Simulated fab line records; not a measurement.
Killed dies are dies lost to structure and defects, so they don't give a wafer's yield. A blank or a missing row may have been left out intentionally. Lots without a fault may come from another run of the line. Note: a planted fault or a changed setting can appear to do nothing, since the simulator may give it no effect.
Which tool did it? ; flow berkeley cmos170 ; 42 wafers from 14 lots sampled at 3 of the route's 331 steps

== WHAT EACH GAUGE READ, for each wafer ==
UCB170_NWELL_OVL_MEAS_12.
lot;measured;on;NWELL_OVL (nm)
L201;day 3 00:22;overlay-01;-4 -9 -10
L203;day 3 14:20;overlay-02;-7 -5 -3
L204;day 3 14:24;overlay-01;4 3 0
L205;day 4 01:07;overlay-01;-9 -5 3
L206;day 4 01:13;overlay-01;1 6 -9
L211;day 4 18:43;overlay-02;-1 7 15
L210;day 4 18:58;overlay-01;9 10 8
L212;day 5 03:34;overlay-01;-1 -6 -1
L214;day 5 09:04;overlay-01;8 4 -6
L215;day 5 18:43;overlay-02;-2 6 -5
L218;day 6 06:20;overlay-02;14 15 11
L217;day 6 06:23;overlay-01;7 4 10
L222;day 7 03:15;overlay-02;-3 1 4
L223;day 7 11:43;overlay-02;0 -7 -5

UCB170_PSD_CD_MEAS_06: target cd 1200 nm.
lot;measured;on;cd nm (nm)
L201;day 8 03:24;cd sem-01;1196.3 1197.0 1195.7
L203;day 9 05:16;cd sem-02;1197.2 1197.0 1198.0
L204;day 9 04:58;cd sem-02;1200.7 1201.2 1201.4
L205;day 9 21:17;cd sem-02;1201.3 1200.6 1200.7
L206;day 9 21:30;cd sem-02;1198.7 1199.1 1198.4
L211;day 11 06:35;cd sem-02;1203.2 1203.0 1203.0
L210;day 11 06:17;cd sem-01;1200.6 1201.3 1199.2
L212;day 11 06:22;cd sem-02;1200.8 1201.1 1201.5
L214;day 11 23:53;cd sem-02;1201.3 1200.7 1200.5
L215;day 12 00:26;cd sem-02;1200.8 1201.9 1201.7
L222;day 13 05:40;cd sem-02;1196.6 1199.2 1198.3
L223;day 13 05:20;cd sem-01;1200.2 1201.8 1201.1

== TOOL THAT RAN EACH LOT (tool first, then ch and the chambers of the sampled wafers, then the start) ==
lot;UCB170_SPACER_CVD_00
L201;pecvd-04 ch 0,1, day 7 19:22
L203;pecvd-03 ch 0,1, day 8 18:38
L204;pecvd-04 ch 0,1,2, day 8 18:24
L205;pecvd-03 ch 0,2, day 9 08:51
L206;pecvd-01 ch 0,1,2, day 9 09:05
L211;pecvd-01 ch 1,2, day 10 21:10
L210;pecvd-01 ch 0,2, day 10 20:10
L212;pecvd-03 ch 0,1, day 10 20:37
L214;pecvd-01 ch 1,2, day 11 17:47
L215;pecvd-01 ch 1,2, day 11 17:26
L218;pecvd-03 ch 0,1,2, day 12 06:22
L217;pecvd-01 ch 0,1,2, day 12 06:05
L222;pecvd-01 ch 0,1,2, day 12 21:31
L223;pecvd-03 ch 1,2, day 12 21:13
- UCB170_SPACER_CVD_00: deposits SiO2 from TEOS/O2, target thk 376 nm, time 47 s.

== WHAT THE TOOLS THEMSELVES READ (means of the sampled wafers that have a number; where no wafer has one, the mark that the record gives instead) ==
UCB170_SPACER_CVD_00.
lot;tool;heater power w (W);pressure mtorr (mTorr)
L201;pecvd-04;309;9007
L203;pecvd-03;273;8982
L204;pecvd-04;235;8995
L205;pecvd-03;308;9000
L206;pecvd-01;280;8994
L211;pecvd-01;321;8982
L210;pecvd-01;269;8986
L212;pecvd-03;233;9009
L214;pecvd-01;296;9003
L215;pecvd-01;268;8994
L218;pecvd-03;-;-
L217;pecvd-01;-;-
L222;pecvd-01;318;9012
L223;pecvd-03;302;9001

== THE ANSWER, worked out from the rows above alone ==
Rule: usual is defined by the lots themselves. Put in order of their means at a reading, lots are off if they are a third of the lots or fewer, leave a main group of 4 or more, and stand apart from it by a gap of 3 or more times the standard deviation of the main group's means; of several such gaps the widest counts. A main group is skipped when, at the precision printed for the reading in the tables above, its means are all equal. Also off: a lot with no number at a reading for which 4 or more lots have one. All remaining lots with rows at the step are treated as sound. Order of review: gauges by route order, followed by the tools' own readings, for which a lot's mean as printed above is used. The first step at which some lot is off is used, and at that step the reading that is off furthest; a lot without a number counts as furthest.
Off: L218, L217, at UCB170_SPACER_CVD_00 (heater power w). Without a number there: L218, L217. Main group: mean 284 W, sd 29.
A tool fits if, at that step or a process step before it, it ran every lot that is off, and no sound lot after the first of them. Not one of the candidates tried fits.

== WHAT HAD BEEN PUT IN BY THE SIMULATOR ==
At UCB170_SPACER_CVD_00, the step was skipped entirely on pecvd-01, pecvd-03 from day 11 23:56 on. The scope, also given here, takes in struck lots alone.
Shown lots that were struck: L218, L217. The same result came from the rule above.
